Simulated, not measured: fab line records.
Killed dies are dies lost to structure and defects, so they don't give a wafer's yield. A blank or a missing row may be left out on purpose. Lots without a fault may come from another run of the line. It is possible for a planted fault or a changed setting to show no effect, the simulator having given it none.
Struck lot and sound lot, side by side :: flow rit cmos :: 21 out of 202 route steps
Sound: the wafers L214.4, L214.5, L214.6. Wafers L222.2, L222.4, L222.6 were the ones struck. The cause is given at the end.
At each step with rows: each side's tool, then ch and its chambers, then its first start. Under that, the readings that differ: sound wafers :: struck wafers :: difference of the means :: sigmas: that difference in standard deviations of wafers without a fault.
alike: same words and numbers on both sides, and readings whose means sit less than 2 such deviations apart. not compared: any withheld reading, any reading some wafer has no value for, any bound like >300 that may hide the same value, and any number with overlapping values for which the record gives no deviation.
The two part at a step that has a row with sigmas, a row that says differs or no value, or rows on one side only. Numbers that don't overlap but have no deviation are shown without sigmas and don't part them. A reading missing from all wafers of one side parts the sides only when that side holds two or more wafers.

first, 2 steps without rows for these wafers: RIT_NSD_HARDBAKE_07 (time 60 s); RIT_NSD_IMPLANT_08.
RIT_NSD_STRIP_09: strips in O2, time 180 s.
  sound on plasma asher-02 ch 0,1, day 4 22:52; struck on plasma asher-01 ch 0,1, day 6 08:51
  alike: drypump motor current A, o2 flow sccm
  not compared: rf hours counter h
RIT_NSD_TW_MEAS_10:
  sound on film metro-01 at day 4 23:01; struck on film metro-03 at day 6 09:02
  alike: NSD_TW
then, 6 steps without rows for these wafers: RIT_PSD_HMDS_00 (prime time 60 s); RIT_PSD_COAT_01 (resist thk 1000 nm); RIT_PSD_SOFTBAKE_02 (time 60 s); RIT_PSD_EXPOSE_03 (exposes mask M10, target cd 40900 nm); RIT_PSD_PEB_04; RIT_PSD_DEVELOP_05 (develop time 50 s).
RIT_PSD_OVL_MEAS_06:
  sound on overlay-02 at day 5 00:20; struck on overlay-02 at day 6 10:04
  alike: PSD_OVL
then, 1 step without rows for these wafers: RIT_PSD_HARDBAKE_07 (time 60 s).
RIT_PSD_IMPLANT_08:
  sound on implanter-04 ch 0, day 5 00:37; struck on implanter-03 ch 0, day 6 10:16
reading: implant ion amu
sound: 49 49 49
struck: 75 75 75
difference: +26
sigmas: 

reading: model.implant.drp nm (nm)
sound: 12.05 12.05 12.05
struck: 8.906 8.906 8.906
difference: -3.144
sigmas: 

reading: model.implant.rp nm (nm)
sound: 22.05 22.05 22.05
struck: 19.62 19.62 19.62
difference: -2.43
sigmas: 
RIT_PSD_STRIP_09: strips in O2, time 180 s.
  sound on plasma asher-01 ch 0,1, day 5 00:45; struck on plasma asher-01 ch 0,1, day 6 10:24
  alike: drypump motor current A, o2 flow sccm
  not compared: rf hours counter h
RIT_PSD_TW_MEAS_10:
  sound on film metro-01 at day 5 00:54; struck on film metro-02 at day 6 10:35
reading: PSD_TW
sound: 3407 3405 3381
struck: 3479 3484 3492
difference: +87
sigmas: +5
then, 3 steps without rows for these wafers: RIT_SDANNEAL_CLEAN_00 (cleans in SC1, time 600 s); RIT_SDANNEAL_CLEAN_01 (cleans in dHF, time 30 s); RIT_SDANNEAL_CLEAN_02 (cleans in SC2, time 600 s).
RIT_SDANNEAL_RTA_03: time 5 s.
  sound on rtp anneal-01 ch 0, day 5 01:20; struck on rtp anneal-01 ch 0, day 6 11:05
  alike: wafer_temp_C_max
RIT_SDANNEAL_RS_MEAS_04: the measuring method here is four-point-probe.
  sound on film metro-01 at day 5 01:26; struck on film metro-03 at day 6 11:09
reading: PSD_RS (ohm/sq)
sound: 116.26 116.44 116.12
struck: 50.43 50.66 50.61
difference: -65.71
sigmas: -99 or more
RIT_SDANNEAL_RS_MEAS_05: the measuring method here is four-point-probe.
  sound on film metro-01 at day 5 01:33; struck on film metro-03 at day 6 11:16
  alike: NSD_RS

## WHERE THEY PART
Last at RIT_SDANNEAL_RS_MEAS_04 as far as this record goes, first at RIT_PSD_TW_MEAS_10. Later steps at which nothing parts them and some readings are alike: RIT_SDANNEAL_RS_MEAS_05.

WHY: whatever the simulator had introduced
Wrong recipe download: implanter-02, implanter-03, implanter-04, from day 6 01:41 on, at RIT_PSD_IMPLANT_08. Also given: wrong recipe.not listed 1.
